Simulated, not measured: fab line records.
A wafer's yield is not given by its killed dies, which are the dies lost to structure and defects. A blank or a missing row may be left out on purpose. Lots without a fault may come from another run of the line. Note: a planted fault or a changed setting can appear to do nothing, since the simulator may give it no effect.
Which of the tools did it? / flow berkeleyCmos170 / 21 wafers from 7 lots sampled at 3 of the route's 331 steps

== WHAT THE GAUGES SHOWED, per wafer ==
UCB170_ACTIVE_THK_MEAS_06.
lot=L169; measured=day 4 02:56; on=filmMetro-03; ACTIVE_NITRIDE_THK (nm)=219.4 220.4 221.5
lot=L171; measured=day 4 17:19; on=filmMetro-04; ACTIVE_NITRIDE_THK (nm)=218.7 219.0 219.2
lot=L174; measured=day 5 14:54; on=filmMetro-04; ACTIVE_NITRIDE_THK (nm)=68.4 68.2 67.7
lot=L176; measured=day 6 02:47; on=filmMetro-04; ACTIVE_NITRIDE_THK (nm)=219.7 219.0 218.9
lot=L178; measured=day 6 12:52; on=filmMetro-03; ACTIVE_NITRIDE_THK (nm)=217.0 218.4 219.6
lot=L188; measured=day 8 19:58; on=filmMetro-01; ACTIVE_NITRIDE_THK (nm)=220.5 223.1 219.1
lot=L190; measured=day 8 22:43; on=filmMetro-01; ACTIVE_NITRIDE_THK (nm)=223.7 224.3 225.1

== WHICH TOOL RAN EACH LOT (tool, then ch and the chambers of the sampled wafers, then the start) ==
lot=L169; UCB170_ZERO_STRIP_07=plasmaAsher-03 ch 0,1, day 2 02:42; UCB170_ACTIVE_CVD_05=lpcvd-01 ch 1, day 4 00:58
lot=L171; UCB170_ZERO_STRIP_07=plasmaAsher-03 ch 0,1, day 2 13:47; UCB170_ACTIVE_CVD_05=lpcvd-01 ch 0, day 4 14:26
lot=L174; UCB170_ZERO_STRIP_07=plasmaAsher-02 ch 0,1, day 3 05:46; UCB170_ACTIVE_CVD_05=lpcvd-02 ch 0, day 5 12:59
lot=L176; UCB170_ZERO_STRIP_07=plasmaAsher-02 ch 0,1, day 3 18:38; UCB170_ACTIVE_CVD_05=lpcvd-01 ch 0, day 6 00:52
lot=L178; UCB170_ZERO_STRIP_07=plasmaAsher-02 ch 0,1, day 4 04:38; UCB170_ACTIVE_CVD_05=lpcvd-01 ch 1, day 6 10:56
lot=L188; UCB170_ZERO_STRIP_07=plasmaAsher-01 ch 0, day 6 04:45; UCB170_ACTIVE_CVD_05=lpcvd-02 ch 0, day 8 18:02
lot=L190; UCB170_ZERO_STRIP_07=plasmaAsher-02 ch 0,1, day 6 14:20; UCB170_ACTIVE_CVD_05=lpcvd-02 ch 1, day 8 20:47
- UCB170_ZERO_STRIP_07: strips in O2.
- UCB170_ACTIVE_CVD_05: deposits Si3N4 from SiH2Cl2/NH3, target thk 220 nm, time 3300 s.

== THE ANSWER, worked out from the rows above alone ==
Rule: usual is defined by the lots themselves. The widest of any qualifying gaps counts: lots, ordered by their means at a reading, are off when they make up no more than a third of the lots, leave a main group of 4 or more, and stand apart from it by 3 or more times the standard deviation of that group's means. The tables above print the reading to a certain number of digits; a main group whose means all agree to those digits is not used. A lot without any number at a reading at which 4 lots or more have one is off too. All remaining lots with rows at the step are treated as sound.
Off: L174, at UCB170_ACTIVE_THK_MEAS_06 (ACTIVE_NITRIDE_THK). The main group has a mean of 220.4 nm with a standard deviation of 2.
If a tool, at a process step before that reading, ran all the lots that are off and no sound lot after the first of them, it fits. Gauges at UCB170_ACTIVE_THK_MEAS_06: tried the same way as those tools. Of those tried, none fits.

== WHAT THE SIMULATOR HAD INSERTED ==
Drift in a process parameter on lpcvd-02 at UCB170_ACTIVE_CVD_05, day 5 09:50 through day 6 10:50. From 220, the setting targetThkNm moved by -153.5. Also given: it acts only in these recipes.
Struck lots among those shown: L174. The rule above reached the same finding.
